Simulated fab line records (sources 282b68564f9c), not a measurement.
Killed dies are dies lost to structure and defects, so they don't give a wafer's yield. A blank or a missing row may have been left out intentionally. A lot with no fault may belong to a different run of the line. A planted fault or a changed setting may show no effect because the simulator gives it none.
A struck lot beside a sound one | flow rit cmos | 20 out of 202 route steps
Sound: wafers L840.1, L840.3, L840.6. Struck: wafers L845.1, L845.2, L845.4. The cause is named last.
Per side, at each step with rows, come the tool, then ch with its chambers, and then its first start. Under that, the readings that differ: sound wafers | struck wafers | difference of the means | sigmas: that difference in standard deviations of wafers without a fault.
alike: readings whose means differ by less than 2 such deviations, and words and numbers that are the same on both sides. not compared: withheld readings, readings that some wafer has no value for, bounds like >300 that may hide the same value, and numbers for which the record gives no deviation and whose values overlap.
Wherever a step has rows on one side only, a row that says differs or no value, or a row with sigmas, the two part there. Numbers that have no deviation but don't overlap get no sigmas and don't part them. Lack of a reading on every wafer of one side parts them only where that side has two or more wafers.

first, 2 steps without rows for these wafers: RIT_NWELL_HARDBAKE_07 (time 120 s); RIT_NWELL_IMPLANT_08.
RIT_NWELL_STRIP_09: strips in O2, time 180 s.
  sound on plasma asher-04 ch 0,1, day 2 20:28; struck on plasma asher-04 ch 0,1, day 3 20:28
  alike: chamber pressure mTorr, drypump motor current A
  not compared: rf hours counter h
RIT_NWELL_TW_MEAS_10:
  sound on film metro-02 at day 2 20:38; struck on film metro-01 at day 3 20:38
  reading  | sound          | struck         | difference | sigmas
  NWELL_TW | 2142 2147 2141 | 2168 2170 2178 | +29        | +2
then, 6 steps without rows for these wafers: RIT_PWELL_HMDS_00 (prime time 60 s); RIT_PWELL_COAT_01 (resist thk 1300 nm); RIT_PWELL_SOFTBAKE_02 (time 60 s); RIT_PWELL_EXPOSE_03 (exposes mask M3, target cd 43700 nm); RIT_PWELL_PEB_04; RIT_PWELL_DEVELOP_05 (develop time 68 s).
RIT_PWELL_OVL_MEAS_06:
  sound on overlay-01 at day 2 21:34; struck on overlay-02 at day 3 21:35
  alike: PWELL_OVL
then, 1 step without rows for these wafers: RIT_PWELL_HARDBAKE_07 (time 120 s).
RIT_PWELL_IMPLANT_08:
  sound on implanter-03 ch 0, day 2 21:52; struck on implanter-03 ch 0, day 3 21:52
  reading            | sound          | struck         | difference | sigmas
  beam on s (s)      | 9.92 9.95 9.53 | 8.90 9.00 8.97 | -0.84      | -4
  faraday current uA | 224 222 231    | 249 245 248    | +22        | +5
RIT_PWELL_STRIP_09: strips in O2, time 180 s.
  sound on plasma asher-03 ch 0,1, day 2 22:01; struck on plasma asher-03 ch 0,1, day 3 22:01
  alike: chamber pressure mTorr, drypump motor current A
  not compared: rf hours counter h
RIT_PWELL_TW_MEAS_10:
  sound on film metro-01 at day 2 22:11; struck on film metro-01 at day 3 22:11
  reading  | sound       | struck      | difference | sigmas
  PWELL_TW | 958 961 957 | 933 936 938 | -23        | -4
then, 1 step without rows for these wafers: RIT_WELLDRIVE_ANNEAL_00 (time 14700 s).
RIT_WELLDRIVE_RS_MEAS_01: a four-point-probe measurement.
  sound on film metro-03 at day 3 03:20; struck on film metro-01 at day 4 05:56
  alike: NWELL_RS
RIT_WELLDRIVE_RS_MEAS_02: a four-point-probe measurement.
  sound on film metro-03 at day 3 03:27; struck on film metro-01 at day 4 06:03
  reading           | sound             | struck            | difference | sigmas
  PWELL_RS (ohm/sq) | 430.4 429.5 429.5 | 457.5 458.2 458.4 | +28.2      | +22
then, 1 step without rows for these wafers: RIT_NRETRO_HMDS_00 (prime time 60 s).
RIT_M1_PROBE_99:
  sound on prober-02 at day 4 11:04; struck on prober-02 at day 5 16:49
  reading                             | sound             | struck            | difference | sigmas
  model.etest.nmos_0p3.r on ohm um    | 2227 2214 2169    | 2083 2089 2093    | -115       |
  model.etest.pwell pinched.rs ohm sq | 464.6 454.7 457.8 | 495.4 502.8 492.2 | +37.8      |
  model.etest.pwell.rs ohm sq         | 419.6 414.6 416.6 | 448.8 449.5 446.2 | +31.2      |
  model.etest.nmos turned.drive ua um | 313.1 320.1 313.2 | 344 350.4 340.9   | +30        |
  model.etest.nmos_0p15.drive ua um   | 452.1 455.3 457.2 | 492.7 501.4 501.9 | +43.8      |
  model.etest.nmos narrow.drive ua um | 223.5 222.4 222.1 | 240.9 244.2 239.7 | +18.9      |
  model.etest.nmos_0p3.drive ua um    | 219.3 219.7 220.7 | 236.8 244.3 238.9 | +20.1      |
  alike: killed at front end, killed dies, killed open, killed short
  not compared: model.etest.well edge right.line ohm um

WHERE THEY PART
First at RIT_NWELL_TW_MEAS_10; last, within this record, at RIT_WELLDRIVE_RS_MEAS_02. Later steps at which nothing parts them and some readings are alike: RIT_M1_PROBE_99.

WHY: whatever the simulator had introduced
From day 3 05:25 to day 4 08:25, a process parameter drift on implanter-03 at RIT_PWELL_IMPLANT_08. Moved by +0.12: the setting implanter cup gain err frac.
